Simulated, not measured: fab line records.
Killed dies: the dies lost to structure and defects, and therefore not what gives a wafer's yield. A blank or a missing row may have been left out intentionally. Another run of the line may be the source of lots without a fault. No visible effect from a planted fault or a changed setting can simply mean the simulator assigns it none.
Which tool was responsible? :: flow rit_cmos :: Sampling: 14 lots, 42 wafers, 2 of 202 route steps

== WHAT EACH GAUGE READ, for each wafer ==
RIT_SDANNEAL_RS_MEAS_04: a four-point-probe measurement.
lot: L836
measured: day 3 09:55
on: film_metro-01
PSD_RS (ohm/sq): 115.88 116.05 116.11

lot: L838
measured: day 3 22:02
on: film_metro-02
PSD_RS (ohm/sq): 115.63 115.97 115.81

lot: L841
measured: day 4 18:35
on: film_metro-02
PSD_RS (ohm/sq): 116.11 116.19 115.79

lot: L842
measured: day 4 21:27
on: film_metro-01
PSD_RS (ohm/sq): 115.96 116.25 116.04

lot: L843
measured: day 5 01:22
on: film_metro-01
PSD_RS (ohm/sq): 116.13 116.04 116.66

lot: L844
measured: day 5 02:59
on: film_metro-02
PSD_RS (ohm/sq): 116.23 115.33 116.00

lot: L849
measured: day 6 04:41
on: film_metro-01
PSD_RS (ohm/sq): 116.82 116.58 116.27

lot: L851
measured: day 6 11:08
on: film_metro-03
PSD_RS (ohm/sq): 116.04 116.31 116.40

lot: L853
measured: day 6 17:47
on: film_metro-01
PSD_RS (ohm/sq): 116.96 117.16 116.91

lot: L855
measured: day 7 06:38
on: film_metro-03
PSD_RS (ohm/sq): 116.50 116.22 116.34

lot: L856
measured: day 7 08:41
on: film_metro-03
PSD_RS (ohm/sq): 116.60 116.71 116.76

lot: L857
measured: day 7 13:16
on: film_metro-03
PSD_RS (ohm/sq): 116.11 116.11 116.00

lot: L858
measured: day 7 22:17
on: film_metro-03
PSD_RS (ohm/sq): 116.27 116.25 116.17

lot: L859
measured: day 8 04:04
on: film_metro-03
PSD_RS (ohm/sq): 116.36 116.06 115.72

== EACH LOT AND THE TOOL THAT RAN IT (in order: tool; ch and the chambers of the sampled wafers; start) ==
lot: L836
RIT_PSD_IMPLANT_08: implanter-03 ch 0, day 3 09:06

lot: L838
RIT_PSD_IMPLANT_08: implanter-04 ch 0, day 3 21:11

lot: L841
RIT_PSD_IMPLANT_08: implanter-03 ch 0, day 4 17:47

lot: L842
RIT_PSD_IMPLANT_08: implanter-04 ch 0, day 4 20:38

lot: L843
RIT_PSD_IMPLANT_08: implanter-04 ch 0, day 5 00:32

lot: L844
RIT_PSD_IMPLANT_08: implanter-03 ch 0, day 5 02:11

lot: L849
RIT_PSD_IMPLANT_08: implanter-04 ch 0, day 6 03:52

lot: L851
RIT_PSD_IMPLANT_08: implanter-03 ch 0, day 6 10:15

lot: L853
RIT_PSD_IMPLANT_08: implanter-03 ch 0, day 6 16:56

lot: L855
RIT_PSD_IMPLANT_08: implanter-02 ch 0, day 7 05:47

lot: L856
RIT_PSD_IMPLANT_08: implanter-03 ch 0, day 7 07:49

lot: L857
RIT_PSD_IMPLANT_08: implanter-02 ch 0, day 7 12:28

lot: L858
RIT_PSD_IMPLANT_08: implanter-02 ch 0, day 7 21:28

lot: L859
RIT_PSD_IMPLANT_08: implanter-04 ch 0, day 8 03:16
- RIT_PSD_IMPLANT_08

== WHAT THE TOOLS THEMSELVES READ (means of the sampled wafers that have a number; where no wafer has one, the mark that the record gives instead) ==
RIT_PSD_IMPLANT_08.
lot: L836
tool: implanter-03
dose_ions_cm2: 4.998e+15

lot: L838
tool: implanter-04
dose_ions_cm2: 4.995e+15

lot: L841
tool: implanter-03
dose_ions_cm2: 4.999e+15

lot: L842
tool: implanter-04
dose_ions_cm2: 5.002e+15

lot: L843
tool: implanter-04
dose_ions_cm2: 5.004e+15

lot: L844
tool: implanter-03
dose_ions_cm2: 5.004e+15

lot: L849
tool: implanter-04
dose_ions_cm2: 5.002e+15

lot: L851
tool: implanter-03
dose_ions_cm2: 4.999e+15

lot: L853
tool: implanter-03
dose_ions_cm2: 4.655e+15

lot: L855
tool: implanter-02
dose_ions_cm2: 4.997e+15

lot: L856
tool: implanter-03
dose_ions_cm2: 4.656e+15

lot: L857
tool: implanter-02
dose_ions_cm2: 5.001e+15

lot: L858
tool: implanter-02
dose_ions_cm2: 5.000e+15

lot: L859
tool: implanter-04
dose_ions_cm2: 5.009e+15

== THE ANSWER, worked out from the rows above alone ==
Rule: usual is defined by the lots themselves. Put in order of their means at a reading, lots are off if they are a third of the lots or fewer, leave a main group of 4 or more, and stand apart from it by a gap of 3 or more times the standard deviation of the main group's means; of several such gaps the widest counts. A main group is skipped when, at the precision printed for the reading in the tables above, its means are all equal. A lot without any number at a reading at which 4 lots or more have one is off too. Any other lot the step has rows for is counted as sound. The gauges are gone through in route order, then the tools' own readings, and for those a lot's mean is taken as printed above. The first step at which some lot is off is used, and at that step the reading that is off furthest; a lot without a number counts as furthest.
Off: L853, L856 (RIT_PSD_IMPLANT_08, dose_ions_cm2). The main group: mean 5.001e+15, standard deviation 3.6e+12.
A tool fits if, at that step or a process step before it, it ran every lot that is off, and no sound lot after the first of them. One candidate fits, namely implanter-03 at RIT_PSD_IMPLANT_08. Its last sound lot is L851 (day 6 10:15), its first lot that is off L853 (day 6 16:56): a fault that began between those two fits.
On the lots that are off, the tool's own readings at RIT_PSD_IMPLANT_08 differ by more than 5 times the standard deviation of the sound lots' means, which bears it out; dose_ions_cm2 reads 4.656e+15 there versus 5.001e+15 on the sound lots.

== WHAT THE SIMULATOR HAD PUT IN ==
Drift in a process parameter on implanter-03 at RIT_PSD_IMPLANT_08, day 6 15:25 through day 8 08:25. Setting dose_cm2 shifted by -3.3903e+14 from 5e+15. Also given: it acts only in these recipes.
Lots struck among those shown: L853, L856. The rule above reached the same finding.
